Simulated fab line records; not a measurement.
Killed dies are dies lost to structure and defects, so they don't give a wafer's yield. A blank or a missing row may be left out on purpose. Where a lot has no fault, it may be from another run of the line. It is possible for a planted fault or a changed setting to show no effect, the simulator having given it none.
Comparing a struck lot with a sound one -- flow rit_cmos -- 10 steps out of a route of 202
Sound: these wafers, L184.3, L184.5, L184.6. The struck wafers were L186.1, L186.3, L186.6. The cause is named last.
Order at every step that has rows: each side's tool, ch and its chambers, its first start. Under that, the readings that differ: sound wafers -- struck wafers -- difference of the means -- sigmas: that difference in standard deviations of wafers without a fault.
alike: readings whose means differ by less than 2 such deviations, and words and numbers that are the same on both sides. not compared: withheld readings, readings that some wafer has no value for, bounds like >300 that may hide the same value, and numbers for which the record gives no deviation and whose values overlap.
A row with sigmas, a row that says differs or no value, or rows on one side alone: a step with any of these is where the two part. When numbers do not overlap yet have no deviation, they are printed without sigmas and do not part them. A reading that every wafer of one side lacks parts them only if that side has two wafers or more.

RIT_ACTIVE_BOW_MEAS_00:
  sound on film_metro-01, day 3 12:02; struck on film_metro-04, day 3 22:00
  alike: INCOMING_BOW
then, 1 step without rows for these wafers: RIT_ACTIVE_OXIDATION_01 (target thk 46.8 nm, ox time 3360 s).
RIT_ACTIVE_THK_MEAS_02:
  sound on film_metro-01, day 3 14:07; struck on film_metro-01, day 4 00:51
  alike: ACTIVE_OXIDE_THK
then, 1 step without rows for these wafers: RIT_ACTIVE_CVD_03 (deposits Si3N4 from SiH2Cl2/NH3, target thk 150 nm, time 1500 s).
RIT_ACTIVE_THK_MEAS_04:
  sound on film_metro-01, day 3 15:36; struck on film_metro-04, day 4 02:20
reading,sound,struck,difference,sigmas
ACTIVE_NITRIDE_THK (nm),147.3 147.8 147.3,152.1 149.3 150.5,+3.2,+2
then, 2 steps without rows for these wafers: RIT_ACTIVE_HMDS_05 (prime time 60 s); RIT_ACTIVE_COAT_06 (resist thk 1008 nm).
RIT_ACTIVE_SOFTBAKE_07: time 60 s.
  sound on litho_track-02 ch 0, day 3 15:59; struck on litho_track-04 ch 0, day 4 02:43
reading,sound,struck,difference,sigmas
heater_power_total_W (W),34.59 34.49 34.53,35.08 35.21 35.08,+0.59,+12
plate_temp_C (C),90.04 89.96 90.07,90.93 90.90 90.97,+0.91,+8
then, 1 step without rows for these wafers: RIT_ACTIVE_EXPOSE_08 (exposes mask M1, target cd 1400 nm).
RIT_M1_PROBE_99:
  sound on prober-02, day 5 15:45; struck on prober-02, day 5 23:37
  alike: killed_at_contacts, killed_at_front_end, killed_dies, killed_open, killed_short

WHERE THEY PART
Earliest at RIT_ACTIVE_THK_MEAS_04; latest, in this record, at RIT_ACTIVE_SOFTBAKE_07. Later steps at which nothing parts them and some readings are alike: RIT_M1_PROBE_99.

WHY: what had been put in by the simulator
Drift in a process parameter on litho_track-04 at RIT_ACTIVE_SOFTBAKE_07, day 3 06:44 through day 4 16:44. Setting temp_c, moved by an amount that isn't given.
